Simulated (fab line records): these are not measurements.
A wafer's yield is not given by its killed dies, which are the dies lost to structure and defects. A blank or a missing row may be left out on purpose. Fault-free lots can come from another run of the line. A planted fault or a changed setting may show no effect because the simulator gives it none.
8D (eight disciplines) problem report, filled in by code -- flow rit_cmos -- the parts of the form that need people (team, actions taken, sign-off) are left out

== 1. THE ISSUE ==
NWELL_RS at RIT_WELLDRIVE_RS_MEAS_01 reads a mean of 292.5 ohm/sq on 6 wafers of 2 lots; wafers without a fault read 275.5 ohm/sq with a standard deviation of 0.66. Relative to the usual mean, that is a shift of +26 standard deviations.
The step: measures by four-point-probe.
First seen on wafer L349.2, day 5 16:47, on film_metro-04. Wafers with a number at this step in the record: 39, from 13 lots. By rule, "out" or "out of limits" means more than 4 standard deviations away from the usual mean. All remaining wafers that have a number are taken as sound.

== 2. WHAT THIS IS AND IS NOT ==
question,is,is not
which readings at this step,NWELL_RS,-
which lots,"L349, L350","L333, L334, L335, L336, L337, L338, L339, L340, L354, L355, L356"
which wafers of those lots,all that have a number,-
read on which gauges,"film_metro-03, film_metro-04",film_metro-01
when,from day 5 16:47,"up to then (24 sound wafers); but 9 sound wafers of L354, L355, L356 came after"

== 3. SUSPECTS, AND WHAT RULES EACH OUT ==
Counting: any tool at a process step up to the reading is kept as a suspect provided that every lot that is out went through it and no sound lot did after the first of them.
- the gauge at RIT_WELLDRIVE_RS_MEAS_01 has been ruled out. The wafers that are out were read on 2 gauges (film_metro-03, film_metro-04).
- furnace-01 at RIT_WELLDRIVE_ANNEAL_00 (time 14700 s): kept. It processed each lot that is out, first L349 at day 5 11:41, and no sound lot thereafter; up to then, the last sound lot it processed was L340 at day 3 12:11. On those wafers its own readings are out: spike_tc_centre_C.
Left after counting: furnace-01 at RIT_WELLDRIVE_ANNEAL_00.

== 4. THE CAUSE (what the simulator had put in) ==
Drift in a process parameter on furnace-01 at RIT_WELLDRIVE_ANNEAL_00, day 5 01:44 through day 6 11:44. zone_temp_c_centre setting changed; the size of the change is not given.
After counting, this tool was the only one left.

== 5. SEQUENCE OF EFFECTS, ordered by route ==
One row per reading whose mean, taken over the struck wafers that have a number, lies over 3 standard deviations from the usual. Only readings for which the record gives a usual standard deviation are gone through. hours: the time from each lot's start at the first step in this table that gives one to its start at this step, as a median over the lots. sigmas: the change in usual standard deviations.
hours,step,reading,usual,on struck wafers,change,sigmas
0,RIT_WELLDRIVE_ANNEAL_00,spike_tc_centre_C,1102.8 C,1068.9,-33.9,-26
0,RIT_WELLDRIVE_ANNEAL_00,zone_power_load_pct,38.3 %,41.6,+3.3,+3.9
5,RIT_WELLDRIVE_RS_MEAS_01,NWELL_RS,275.5 ohm/sq,292.5,+17.0,+26
5,RIT_WELLDRIVE_RS_MEAS_02,PWELL_RS,429.8 ohm/sq,446.2,+16.4,+14
Here are the process steps it includes:
- RIT_WELLDRIVE_ANNEAL_00: time 14700 s.
At these later measuring or inspecting steps, every struck wafer for which the step has a row has a number for every such reading, and none has moved that far: RIT_FOX2_THK_MEAS_91, RIT_SDANNEAL_RS_MEAS_04, RIT_M1_THK_MEAS_02.

== 6. WHAT WOULD HAVE CAUGHT IT SOONER ==
Counted from the fault's start at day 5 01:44, it took 15 hours until the first out-of-limits reading at a measuring or inspecting step in this record, taken at day 5 16:47.
The tool's own readings at RIT_WELLDRIVE_ANNEAL_00 were out on every struck wafer that the step has a row for (spike_tc_centre_C): an alarm limit on them would have fired on the first of those.
By day 5 16:47, every lot that is out (2) had started RIT_WELLDRIVE_ANNEAL_00 on furnace-01. Holding the tool at that point would not have protected any of them.
